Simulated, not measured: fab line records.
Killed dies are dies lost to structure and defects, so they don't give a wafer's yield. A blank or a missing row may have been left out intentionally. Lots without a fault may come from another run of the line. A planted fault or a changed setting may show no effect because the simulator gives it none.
fab line records + flow ritCmos
[record]
- lots = 6
- wafers = 18
- lastDay = 7
route steps=202 shown GATE@96 REOX@98 NLDD@103 M1@202
lots untouched by any fault: they come from a run of this same line in which no faults occurred
startH: start of the lot's first displayed wafer, in hours after the record's first day + waitH: hours from the lot's prior step to this one + " same as the row above + L1.1+2: a single row standing in for several wafers + - value missing, or start not given + * or withheld: withheld + < > ~ a bound
route shown NAME@n: a module of which the file shows steps, and the number in the route of the first + usual: mean/standard deviation taken from wafers without a fault + same: alike in all rows + chamber/n: place in a boat + sites: the reading at each site + _std_site: the values' standard deviation + _edge_site: the outer-site mean with the inner-site mean subtracted + radiusMm: for every site, how far away it sits from the centre of the wafer + mask NAME#n: copy n + behind: the last tool/chamber to shape the wafer + hold: cause of the lot's hold/its duration in hours/its outcome + device: transistor that didn't switch, given as n, p or np + end of line: tests of these same wafers at the route's end + where a step has no rows: the recipe by itself + killed: count of dies lost to structure and defects at first sort (not the wafer's yield) + map: dies across one wafer; x = killed, . = not, _ = none there
set.NAME: the setting the step ran with; set.NAME@STEP: the setting that earlier step ran with + model.NAME: the simulator's own value behind a step, which no gauge read
a table for each step, a row for each wafer; lots at some steps of the route
services: from which hour (startH, from the record's first day; less than 0 if before it) a tool's chamber was out of use, for how many hours, and why
[[steps]]
[step RIT_GATE_STRIP_20]
[recipe]
- chemistry = O2
- timeS = 180
- resist = NOVOLAK
- platenTempC = withheld
- powerW = 500
- pressureMtorr = 4000
- o2FlowSccm = 4000
[usual]
- drypumpMotorCurrentA = 5.99/0.24
| lot.wafer | tool           | chamber | startH | waitH | drypumpMotorCurrentA | rfHoursCounterH |
|-----------|----------------|---------|--------|-------|----------------------|-----------------|
| L885.1    | plasmaAsher-03 | 0       | 65.51  | 0.1   | 5.92                 | 45              |
| L885.4    | "              | 0       | "      | "     | 5.94                 | -               |
| L885.5    | "              | 1       | "      | "     | 6.29                 | -               |
| L886.2    | plasmaAsher-04 | 0       | 68.87  | 0.1   | 6.29                 | 27              |
| L886.3    | "              | 0       | "      | "     | 6.30                 | -               |
| L886.5    | "              | 0       | "      | "     | 6.31                 | -               |
| L894.1    | plasmaAsher-03 | 1       | 104.78 | 0.1   | 6.29                 | 50              |
| L894.4    | "              | 1       | "      | "     | 6.31                 | -               |
| L894.6    | "              | 0       | "      | "     | 5.93                 | -               |
| L896.2    | plasmaAsher-04 | 0       | 115.00 | 0.1   | 6.33                 | 32              |
| L896.5    | "              | 0       | "      | "     | 6.30                 | -               |
| L896.6    | "              | 1       | "      | "     | 5.59                 | -               |
| L902.2    | plasmaAsher-04 | 1       | 148.63 | 0.1   | 5.58                 | 36              |
| L902.4    | "              | 0       | "      | "     | 6.29                 | -               |
| L902.5    | "              | 0       | "      | "     | 6.31                 | -               |
| L904.3    | plasmaAsher-02 | 0       | 152.59 | 0.1   | 5.94                 | -               |
| L904.5    | "              | 0       | "      | "     | 5.95                 | -               |
| L904.6    | "              | 1       | "      | "     | 5.86                 | -               |
[step RIT_GATE_CD_MEAS_90]
[recipe]
- targetCdNm = 150
[usual]
- cdNm = 150/3.1
| lot.wafer | tool     | chamber | startH | waitH | cdNm |
|-----------|----------|---------|--------|-------|------|
| L885.1    | cdSem-02 | -       | 65.69  | 0.1   | 157  |
| L885.4    | "        | -       | "      | "     | 155  |
| L885.5    | "        | -       | "      | "     | 153  |
| L886.2    | cdSem-02 | -       | 69.06  | 0.1   | 149  |
| L886.3    | "        | -       | "      | "     | 148  |
| L886.5    | "        | -       | "      | "     | 150  |
| L894.1    | cdSem-02 | -       | 104.95 | 0.1   | 152  |
| L894.4    | "        | -       | "      | "     | 154  |
| L894.6    | "        | -       | "      | "     | 152  |
| L896.2    | cdSem-01 | -       | 115.20 | 0.1   | 153  |
| L896.5    | "        | -       | "      | "     | 151  |
| L896.6    | "        | -       | "      | "     | 151  |
| L902.2    | cdSem-02 | -       | 148.83 | 0.1   | 148  |
| L902.4    | "        | -       | "      | "     | 148  |
| L902.5    | "        | -       | "      | "     | 150  |
| L904.3    | cdSem-02 | -       | 152.75 | 0.1   | 151  |
| L904.5    | "        | -       | "      | "     | 152  |
| L904.6    | "        | -       | "      | "     | 153  |
[step RIT_REOX_CLEAN_00]
[recipe]
- chemistry = SC1
- mix = 3:3:50
- timeS = 600
- tempC = 75
[step RIT_REOX_CLEAN_01]
[recipe]
- chemistry = dHF
- dilution = 50:1
- timeS = 30
[step RIT_REOX_CLEAN_02]
[recipe]
- chemistry = SC2
- mix = 3:3:50
- timeS = 600
- tempC = 75
- dry = n2Spin
[step RIT_REOX_OXIDATION_03]
[recipe]
- tempC = 900
- ambient = O2
- targetThkA = 252
- oxTimeS = 5580
[step RIT_REOX_THK_MEAS_04]
[recipe]
- reads = SiO2_of_REOX_OXIDATION_03
[usual]
- REOX_OXIDE_THK = 25.1/0.41
| lot.wafer | tool         | chamber | startH | waitH | REOX_OXIDE_THK[nm] |
|-----------|--------------|---------|--------|-------|--------------------|
| L885.1    | filmMetro-04 | -       | 68.72  | 0.0   | 25.2               |
| L885.4    | "            | -       | "      | "     | 25.4               |
| L885.5    | "            | -       | "      | "     | 25.0               |
| L886.2    | filmMetro-01 | -       | 72.09  | 0.0   | 24.9               |
| L886.3    | "            | -       | "      | "     | 24.7               |
| L886.5    | "            | -       | "      | "     | 24.7               |
| L894.1    | filmMetro-04 | -       | 110.10 | 0.0   | 25.3               |
| L894.4    | "            | -       | "      | "     | 25.1               |
| L894.6    | "            | -       | "      | "     | 25.1               |
| L896.2    | filmMetro-04 | -       | 119.38 | 0.0   | 24.9               |
| L896.5    | "            | -       | "      | "     | 24.9               |
| L896.6    | "            | -       | "      | "     | 25.6               |
| L902.2    | filmMetro-01 | -       | 151.85 | 0.0   | 25.5               |
| L902.4    | "            | -       | "      | "     | 25.6               |
| L902.5    | "            | -       | "      | "     | 25.8               |
| L904.3    | filmMetro-04 | -       | 156.02 | 0.0   | 25.1               |
| L904.5    | "            | -       | "      | "     | 25.2               |
| L904.6    | "            | -       | "      | "     | 25.1               |
[step RIT_NLDD_HMDS_00]
[recipe]
- primeTimeS = 60
- primeTempC = 140
[step RIT_NLDD_COAT_01]
[recipe]
- resist = NOVOLAK
- spinRpm = 3250
- resistThkNm = 1000
[step RIT_NLDD_SOFTBAKE_02]
[recipe]
- resist = NOVOLAK
- tempC = 90
- timeS = 60
[step RIT_NLDD_EXPOSE_03]
[recipe]
- maskId = M7
- na = 0.57
- targetCdNm = 40700
- doseMj = 250
[step RIT_NLDD_PEB_04]
[recipe]
- resist = NOVOLAK
- tempC = withheld
- timeS = withheld
[step RIT_NLDD_DEVELOP_05]
[recipe]
- resist = NOVOLAK
- developTimeS = 50
- devTempC = 23
[usual]
- developerTempC = 23.00/0.11
| lot.wafer | tool          | chamber | startH | waitH | developerTempC |
|-----------|---------------|---------|--------|-------|----------------|
| L885.1    | lithoTrack-03 | 0       | 69     | -     | 23.23          |
| L885.4    | "             | 0       | "      | "     | 23.02          |
| L885.5    | "             | 0       | "      | "     | 23.01          |
| L886.2    | lithoTrack-03 | 0       | 73     | -     | 22.84          |
| L886.3    | "             | 0       | "      | "     | 22.98          |
| L886.5    | "             | 0       | "      | "     | 22.87          |
| L894.1    | lithoTrack-03 | 0       | 110    | -     | 25.39          |
| L894.4    | "             | 0       | 111    | -     | 25.29          |
| L894.6    | "             | 0       | "      | "     | 25.30          |
| L896.2    | lithoTrack-03 | 0       | 120    | -     | 25.36          |
| L896.5    | "             | 0       | "      | "     | 25.31          |
| L896.6    | "             | 0       | "      | "     | 25.31          |
| L902.2    | lithoTrack-02 | 0       | 152    | -     | 23.14          |
| L902.4    | "             | 0       | "      | "     | 23.07          |
| L902.5    | "             | 0       | "      | "     | 22.95          |
| L904.3    | lithoTrack-01 | 0       | 157    | -     | 23.00          |
| L904.5    | "             | 0       | "      | "     | 23.12          |
| L904.6    | "             | 0       | "      | "     | 23.02          |
[step RIT_NLDD_OVL_MEAS_06]
[usual]
- NLDD_OVL = 0.2/1.2
| lot.wafer | tool       | chamber | startH | waitH | NLDD_OVL[nm] |
|-----------|------------|---------|--------|-------|--------------|
| L885.1    | overlay-02 | -       | 69.63  | -     | -1.8         |
| L885.4    | "          | -       | "      | "     | -1.9         |
| L885.5    | "          | -       | "      | "     | -1.7         |
| L886.2    | overlay-02 | -       | 73.12  | -     | 1.4          |
| L886.3    | "          | -       | "      | "     | 0.1          |
| L886.5    | "          | -       | "      | "     | -1.2         |
| L894.1    | overlay-02 | -       | 111.09 | -     | 0.5          |
| L894.4    | "          | -       | "      | "     | 0.5          |
| L894.6    | "          | -       | "      | "     | -0.6         |
| L896.2    | overlay-01 | -       | 120.29 | -     | 0.3          |
| L896.5    | "          | -       | "      | "     | 0.1          |
| L896.6    | "          | -       | "      | "     | 1.1          |
| L902.2    | overlay-01 | -       | 152.88 | -     | 0.1          |
| L902.4    | "          | -       | "      | "     | -1.2         |
| L902.5    | "          | -       | "      | "     | 1.4          |
| L904.3    | overlay-02 | -       | 157.24 | -     | 0.4          |
| L904.5    | "          | -       | "      | "     | 2.1          |
| L904.6    | "          | -       | "      | "     | -2.1         |
[step RIT_M1_PROBE_99]
[usual]
- killedAtContacts = 0.1/0.31
- killedAtFrontEnd = 7/3
- killedDies = 7/3
- killedOpen = 3.2/1.9
- killedShort = 3.6/2.2
[same]
- grossDies = 264
- killed_at_M0_to_M3 = 0
- killed_at_M4_up = 0
- killedAtBackSide = 0
- killedAtOther = 0
| lot.wafer | tool      | chamber | startH | waitH | killedAtContacts | killedAtFrontEnd | killedDies | killedOpen | killedShort |
|-----------|-----------|---------|--------|-------|------------------|------------------|------------|------------|-------------|
| L885.1    | prober-02 | -       | 85.66  | 0.1   | 0                | 5                | 5          | 3          | 2           |
| L885.4    | prober-02 | -       | 85.81  | 0.2   | 0                | 7                | 7          | 4          | 3           |
| L885.5    | prober-02 | -       | 85.86  | 0.2   | 0                | 7                | 7          | 2          | 5           |
| L886.2    | prober-01 | -       | 88.81  | 0.1   | 0                | 7                | 7          | 4          | 3           |
| L886.3    | prober-01 | -       | 88.86  | 0.2   | 0                | 10               | 10         | 5          | 5           |
| L886.5    | prober-01 | -       | 88.96  | 0.2   | 0                | 10               | 10         | 5          | 5           |
| L894.1    | prober-01 | -       | 127.11 | 0.1   | 0                | 13               | 13         | 6          | 7           |
| L894.4    | prober-01 | -       | 127.26 | 0.2   | 1                | 10               | 11         | 6          | 5           |
| L894.6    | prober-01 | -       | 127.36 | 0.2   | 0                | 2                | 2          | 2          | 0           |
| L896.2    | prober-01 | -       | 135.89 | 0.1   | 0                | 5                | 5          | 1          | 4           |
| L896.5    | prober-01 | -       | 136.04 | 0.2   | 0                | 6                | 6          | 2          | 4           |
| L896.6    | prober-01 | -       | 136.09 | 0.2   | 0                | 4                | 4          | 2          | 2           |
| L902.2    | prober-01 | -       | 168.49 | 0.1   | 0                | 10               | 10         | 5          | 5           |
| L902.4    | prober-01 | -       | 168.59 | 0.2   | 0                | 12               | 12         | 4          | 8           |
| L902.5    | prober-01 | -       | 168.64 | 0.2   | 0                | 5                | 5          | 3          | 2           |
| L904.3    | prober-01 | -       | 174.32 | 0.2   | 0                | 8                | 8          | 3          | 5           |
| L904.5    | prober-01 | -       | 174.42 | 0.2   | 0                | 11               | 11         | 6          | 5           |
| L904.6    | prober-01 | -       | 174.47 | 0.2   | 0                | 7                | 7          | 2          | 5           |
// killed by level:class
L885.1 FOX2:geometricParticle:short=2 FOX1:geometricParticle:open=1 GATE:geometricParticle:open=1 SILICIDE:geometricParticle:open=1
L885.4 SPACER:geometricParticle:open=2 ACTIVE:geometricParticle:open=1 FOX1:geometricParticle:short=1 GATE:geometricParticle:short=1 SPACER:geometricParticle:short=1 SILICIDE:geometricParticle:open=1
L885.5 SPACER:geometricParticle:short=3 GATE:geometricParticle:open=2 GATE:geometricParticle:short=2
L886.2 FOX1:geometricParticle:open=2 FOX1:geometricParticle:short=2 GATE:geometricParticle:open=2 GATE:geometricParticle:short=1
L886.3 GATE:geometricParticle:open=2 SPACER:geometricParticle:short=2 SPACER:geometricParticle:open=2 FOX2:geometricParticle:short=1 GATE:geometricParticle:short=1 REOX:geometricParticle:short=1 REOX:geometricParticle:open=1
L886.5 GATE:geometricParticle:open=2 GATE:geometricParticle:short=2 FOX2:geometricParticle:short=1 FOX2:geometricParticle:open=1 SPACER:geometricParticle:open=1 SPACER:geometricParticle:short=1 SILICIDE:geometricParticle:short=1 SILICIDE:geometricParticle:open=1
L894.1 GATE:geometricParticle:short=4 SPACER:geometricParticle:open=2 ACTIVE:geometricParticle:short=1 FOX2:geometricParticle:open=1 GATE:geometricParticle:open=1 REOX:geometricParticle:open=1 SPACER:geometricParticle:short=1 SILICIDE:geometricParticle:open=1
L894.4 FOX2:geometricParticle:open=2 GATE:geometricParticle:short=2 GATE:geometricParticle:open=2 SPACER:geometricParticle:short=2 SILICIDE:geometricParticle:open=2 CONTACT:geometricParticle:short=1
L894.6 GATE:geometricParticle:open=1 SPACER:geometricParticle:open=1
L896.2 FOX1:geometricParticle:short=2 FOX1:geometricParticle:open=1 GATE:geometricParticle:short=1 REOX:geometricParticle:short=1
L896.5 GATE:geometricParticle:open=2 REOX:geometricParticle:short=2 FOX1:geometricParticle:short=1 SILICIDE:geometricParticle:short=1
L896.6 FOX2:geometricParticle:short=1 GATE:geometricParticle:open=1 GATE:geometricParticle:short=1 SILICIDE:geometricParticle:open=1
L902.2 GATE:geometricParticle:short=3 GATE:geometricParticle:open=3 REOX:geometricParticle:short=1 REOX:geometricParticle:open=1 SPACER:geometricParticle:short=1 SPACER:geometricParticle:open=1
L902.4 FOX2:geometricParticle:short=2 GATE:geometricParticle:open=2 SPACER:geometricParticle:open=2 SILICIDE:geometricParticle:short=2 ACTIVE:geometricParticle:short=1 FOX1:geometricParticle:short=1 GATE:geometricParticle:short=1 SPACER:geometricParticle:short=1
L902.5 GATE:geometricParticle:open=2 GATE:geometricParticle:short=2 REOX:geometricParticle:open=1
L904.3 GATE:geometricParticle:short=2 FOX1:geometricParticle:open=1 FOX2:geometricParticle:open=1 FOX2:geometricParticle:short=1 GATE:geometricParticle:open=1 REOX:geometricParticle:short=1 SPACER:geometricParticle:short=1
L904.5 FOX1:geometricParticle:open=4 FOX1:geometricParticle:short=2 GATE:geometricParticle:short=1 GATE:geometricParticle:open=1 REOX:geometricParticle:short=1 SPACER:geometricParticle:short=1 SILICIDE:geometricParticle:open=1
L904.6 REOX:geometricParticle:short=2 ACTIVE:geometricParticle:open=1 FOX1:geometricParticle:short=1 GATE:geometricParticle:short=1 REOX:geometricParticle:open=1 SPACER:geometricParticle:short=1
[[services]]
| tool           | chamber | startH | hours | kind   |
|----------------|---------|--------|-------|--------|
| plasmaAsher-04 | -       | 84.26  | 1.3   | repair |
| plasmaAsher-04 | -       | 103.48 | 2.8   | pm     |
| plasmaAsher-03 | -       | 147.35 | 23.8  | pm     |
[[key]]
[firstSign]
- step = RIT_NLDD_DEVELOP_05
- reading = developerTempC
- direction = up
- sigmas = 21
- usual = *
- struck = *
effect none on later readings
metAt RIT_NLDD_DEVELOP_05
struckWafers L894.1,L894.4,L894.6,L896.2,L896.5,L896.6
testerLeftOut L894,L896
onsetBetween 73 110
[fault]
- kind = processParameterDrift
- tool = lithoTrack-03
- chamber = -
- onsetH = 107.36
- steps = RIT_NLDD_DEVELOP_05
- channel = devTempC
- offset = *
- shape = step
- endH = 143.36
- actsIn = *
- stated = *
// testerLeftOut: of these lots the tester's yield and bins aren't shown, on N5 and GAA mostly nor the transistor test; their killed dies are dies lost to structure and defects alone, not to doping, threshold or leakage, so they don't give the yield
